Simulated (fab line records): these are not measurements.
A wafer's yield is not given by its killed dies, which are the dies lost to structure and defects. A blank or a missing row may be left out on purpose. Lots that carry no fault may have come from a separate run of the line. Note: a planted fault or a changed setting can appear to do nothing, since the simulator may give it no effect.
Which of the tools did it? :: flow berkeley cmos170 :: Sampling: 14 lots, 42 wafers, 3 of 331 route steps

== WHAT EACH GAUGE READ, for each wafer ==
UCB170_V2_CD_MEAS_90: target cd 700 nm. Usual: cd nm reads 699.9 nm (standard deviation 1.5).
lot: L865
measured: day 7 21:52
on: cd sem-01
cd nm (nm): 700.5 702.5 699.6
flag: 

lot: L866
measured: day 8 08:59
on: cd sem-02
cd nm (nm): 701.2 703.1 704.0
flag: 

lot: L867
measured: day 8 09:19
on: cd sem-01
cd nm (nm): 697.8 695.6 697.6
flag: 

lot: L869
measured: day 8 13:31
on: cd sem-02
cd nm (nm): 703.3 702.1 703.1
flag: 

lot: L868
measured: day 8 13:53
on: cd sem-02
cd nm (nm): 700.0 700.5 700.1
flag: 

lot: L870
measured: day 8 14:08
on: cd sem-01
cd nm (nm): 699.6 699.5 698.4
flag: 

lot: L871
measured: day 9 03:32
on: cd sem-01
cd nm (nm): 701.3 699.9 701.2
flag: 

lot: L876
measured: day 10 10:42
on: cd sem-01
cd nm (nm): 698.9 700.3 701.0
flag: 

lot: L877
measured: day 10 11:13
on: cd sem-01
cd nm (nm): 700.4 701.0 700.4
flag: 

lot: L882
measured: day 11 21:31
on: cd sem-02
cd nm (nm): 701.5 700.2 700.0
flag: 

lot: L884
measured: day 12 09:49
on: cd sem-01
cd nm (nm): 700.0 698.8 700.0
flag: 

lot: L885
measured: day 12 10:17
on: cd sem-01
cd nm (nm): 697.4 696.8 698.3
flag: 

lot: L886
measured: day 12 14:06
on: cd sem-02
cd nm (nm): 700.3 700.3 700.0
flag: 

lot: L888
measured: day 12 20:41
on: cd sem-01
cd nm (nm): 701.4 700.8 699.9
flag: 

== TOOL THAT RAN EACH LOT (tool first, then ch and the chambers of the sampled wafers, then the start) ==
lot: L865
UCB170_M2_ETCH_17: rie diel-03 ch 2,3, day 7 18:40
UCB170_V2_STRIP_15: plasma asher-03 ch 1, day 7 21:45

lot: L866
UCB170_M2_ETCH_17: rie diel-02 ch 1,3, day 8 06:08
UCB170_V2_STRIP_15: plasma asher-01 ch 0,1, day 8 08:52

lot: L867
UCB170_M2_ETCH_17: rie diel-01 ch 0,2,3, day 8 06:29
UCB170_V2_STRIP_15: plasma asher-03 ch 0,1, day 8 09:12

lot: L869
UCB170_M2_ETCH_17: rie diel-02 ch 0,1,3, day 8 10:53
UCB170_V2_STRIP_15: plasma asher-03 ch 0,1, day 8 13:25

lot: L868
UCB170_M2_ETCH_17: rie diel-03 ch 0,2, day 8 11:08
UCB170_V2_STRIP_15: plasma asher-01 ch 0,1, day 8 13:46

lot: L870
UCB170_M2_ETCH_17: rie diel-01 ch 1,2, day 8 11:23
UCB170_V2_STRIP_15: plasma asher-04 ch 0,1, day 8 14:01

lot: L871
UCB170_M2_ETCH_17: rie diel-01 ch 0,1,2, day 9 00:26
UCB170_V2_STRIP_15: plasma asher-01 ch 0,1, day 9 03:23

lot: L876
UCB170_M2_ETCH_17: rie diel-03 ch 0,2,3, day 10 07:25
UCB170_V2_STRIP_15: plasma asher-03 ch 0,1, day 10 10:36

lot: L877
UCB170_M2_ETCH_17: rie diel-02 ch 0,1, day 10 08:08
UCB170_V2_STRIP_15: plasma asher-04 ch 0,1, day 10 11:05

lot: L882
UCB170_M2_ETCH_17: rie diel-02 ch 1,2,3, day 11 17:49
UCB170_V2_STRIP_15: plasma asher-01 ch 0,1, day 11 21:25

lot: L884
UCB170_M2_ETCH_17: rie diel-01 ch 0,2,3, day 12 06:35
UCB170_V2_STRIP_15: plasma asher-04 ch 0,1, day 12 09:43

lot: L885
UCB170_M2_ETCH_17: rie diel-03 ch 0,1,3, day 12 07:17
UCB170_V2_STRIP_15: plasma asher-04 ch 0,1, day 12 10:09

lot: L886
UCB170_M2_ETCH_17: rie diel-03 ch 0,1,3, day 12 09:40
UCB170_V2_STRIP_15: plasma asher-03 ch 0,1, day 12 13:59

lot: L888
UCB170_M2_ETCH_17: rie diel-03 ch 0,1,2, day 12 17:32
UCB170_V2_STRIP_15: plasma asher-03 ch 0,1, day 12 20:35
- UCB170_M2_ETCH_17: etches BARC in N2/H2.
- UCB170_V2_STRIP_15: strips in O2.

== WHAT THE TOOLS THEMSELVES READ (means of the sampled wafers that have a number; where no wafer has one, the mark that the record gives instead) ==
UCB170_M2_ETCH_17. Usual: drypump motor current A 5.4 A, standard deviation 0.42; oes product au 0.997 a.u., standard deviation 0.022; throttle valve pct 13.31 %, standard deviation 0.17.
lot: L865
tool: rie diel-03
drypump motor current A (A): 5.4
oes product au (a.u.): 1.026
throttle valve pct (%): 13.50
flag: 

lot: L866
tool: rie diel-02
drypump motor current A (A): 5.9
oes product au (a.u.): 0.987
throttle valve pct (%): 13.35
flag: 

lot: L867
tool: rie diel-01
drypump motor current A (A): 5.6
oes product au (a.u.): 1.006
throttle valve pct (%): 13.26
flag: 

lot: L869
tool: rie diel-02
drypump motor current A (A): 5.5
oes product au (a.u.): 0.971
throttle valve pct (%): 13.43
flag: 

lot: L868
tool: rie diel-03
drypump motor current A (A): 5.4
oes product au (a.u.): 0.979
throttle valve pct (%): 13.32
flag: 

lot: L870
tool: rie diel-01
drypump motor current A (A): 5.2
oes product au (a.u.): 0.993
throttle valve pct (%): 13.15
flag: 

lot: L871
tool: rie diel-01
drypump motor current A (A): 5.5
oes product au (a.u.): 0.992
throttle valve pct (%): 13.17
flag: 

lot: L876
tool: rie diel-03
drypump motor current A (A): 5.4
oes product au (a.u.): 1.007
throttle valve pct (%): 13.40
flag: 

lot: L877
tool: rie diel-02
drypump motor current A (A): 5.0
oes product au (a.u.): 0.969
throttle valve pct (%): 13.48
flag: 

lot: L882
tool: rie diel-02
drypump motor current A (A): 5.6
oes product au (a.u.): 0.998
throttle valve pct (%): 13.35
flag: 

lot: L884
tool: rie diel-01
drypump motor current A (A): 5.6
oes product au (a.u.): 0.994
throttle valve pct (%): 13.26
flag: 

lot: L885
tool: rie diel-03
drypump motor current A (A): 5.2
oes product au (a.u.): 0.997
throttle valve pct (%): 13.23
flag: 

lot: L886
tool: rie diel-03
drypump motor current A (A): 5.3
oes product au (a.u.): 1.003
throttle valve pct (%): 13.24
flag: 

lot: L888
tool: rie diel-03
drypump motor current A (A): 5.1
oes product au (a.u.): 0.992
throttle valve pct (%): 13.23
flag: 

UCB170_V2_STRIP_15. Usual: drypump motor current A 5.6 A, standard deviation 0.44; o2 flow sccm 400.0 sccm, standard deviation 1.2; oes product au 0.722 a.u., standard deviation 0.0048; strip time to endpoint s 15.38 s, standard deviation 0.12.
lot: L865
tool: plasma asher-03
drypump motor current A (A): 6.2
o2 flow sccm (sccm): 399.7
oes product au (a.u.): 0.718
strip time to endpoint s (s): 15.40
flag: 

lot: L866
tool: plasma asher-01
drypump motor current A (A): 6.1
o2 flow sccm (sccm): 399.9
oes product au (a.u.): 0.723
strip time to endpoint s (s): 15.54
flag: 

lot: L867
tool: plasma asher-03
drypump motor current A (A): 5.4
o2 flow sccm (sccm): 399.7
oes product au (a.u.): 0.724
strip time to endpoint s (s): 15.32
flag: 

lot: L869
tool: plasma asher-03
drypump motor current A (A): 5.8
o2 flow sccm (sccm): 400.3
oes product au (a.u.): 0.722
strip time to endpoint s (s): 15.28
flag: 

lot: L868
tool: plasma asher-01
drypump motor current A (A): 6.1
o2 flow sccm (sccm): 401.1
oes product au (a.u.): 0.718
strip time to endpoint s (s): 15.37
flag: 

lot: L870
tool: plasma asher-04
drypump motor current A (A): 5.5
o2 flow sccm (sccm): 399.3
oes product au (a.u.): 0.720
strip time to endpoint s (s): 15.43
flag: 

lot: L871
tool: plasma asher-01
drypump motor current A (A): 6.1
o2 flow sccm (sccm): 399.6
oes product au (a.u.): 0.717
strip time to endpoint s (s): 15.37
flag: 

lot: L876
tool: plasma asher-03
drypump motor current A (A): 5.8
o2 flow sccm (sccm): 401.3
oes product au (a.u.): 0.720
strip time to endpoint s (s): 15.46
flag: 

lot: L877
tool: plasma asher-04
drypump motor current A (A): 5.4
o2 flow sccm (sccm): 399.7
oes product au (a.u.): 0.721
strip time to endpoint s (s): 15.27
flag: 

lot: L882
tool: plasma asher-01
drypump motor current A (A): 6.1
o2 flow sccm (sccm): 400.8
oes product au (a.u.): 0.724
strip time to endpoint s (s): 15.36
flag: 

lot: L884
tool: plasma asher-04
drypump motor current A (A): 5.4
o2 flow sccm (sccm): 399.7
oes product au (a.u.): 0.724
strip time to endpoint s (s): 15.25
flag: 

lot: L885
tool: plasma asher-04
drypump motor current A (A): 5.5
o2 flow sccm (sccm): 400.1
oes product au (a.u.): 0.723
strip time to endpoint s (s): 15.43
flag: 

lot: L886
tool: plasma asher-03
drypump motor current A (A): 5.8
o2 flow sccm (sccm): 400.7
oes product au (a.u.): 0.725
strip time to endpoint s (s): 15.29
flag: 

lot: L888
tool: plasma asher-03
drypump motor current A (A): 5.8
o2 flow sccm (sccm): 400.7
oes product au (a.u.): 0.720
strip time to endpoint s (s): 15.28
flag: 

== THE ANSWER, worked out from the rows above alone ==
Rule: a lot counts as off when the mean over its wafers that have a number is more than 3 standard deviations away from the usual mean. A lot without any number at a reading at which 4 lots or more have one is off too. Where the step has rows for the other lots, those lots are counted as sound. Order of review: gauges by route order, followed by the tools' own readings, for which a lot's mean as printed above is used. The first step at which some lot is off is used, and at that step the reading that is off furthest; a lot without a number counts as furthest.
Nothing can be told from this: no lot is off at any reading shown.

== WHAT THE SIMULATOR HAD INSERTED ==
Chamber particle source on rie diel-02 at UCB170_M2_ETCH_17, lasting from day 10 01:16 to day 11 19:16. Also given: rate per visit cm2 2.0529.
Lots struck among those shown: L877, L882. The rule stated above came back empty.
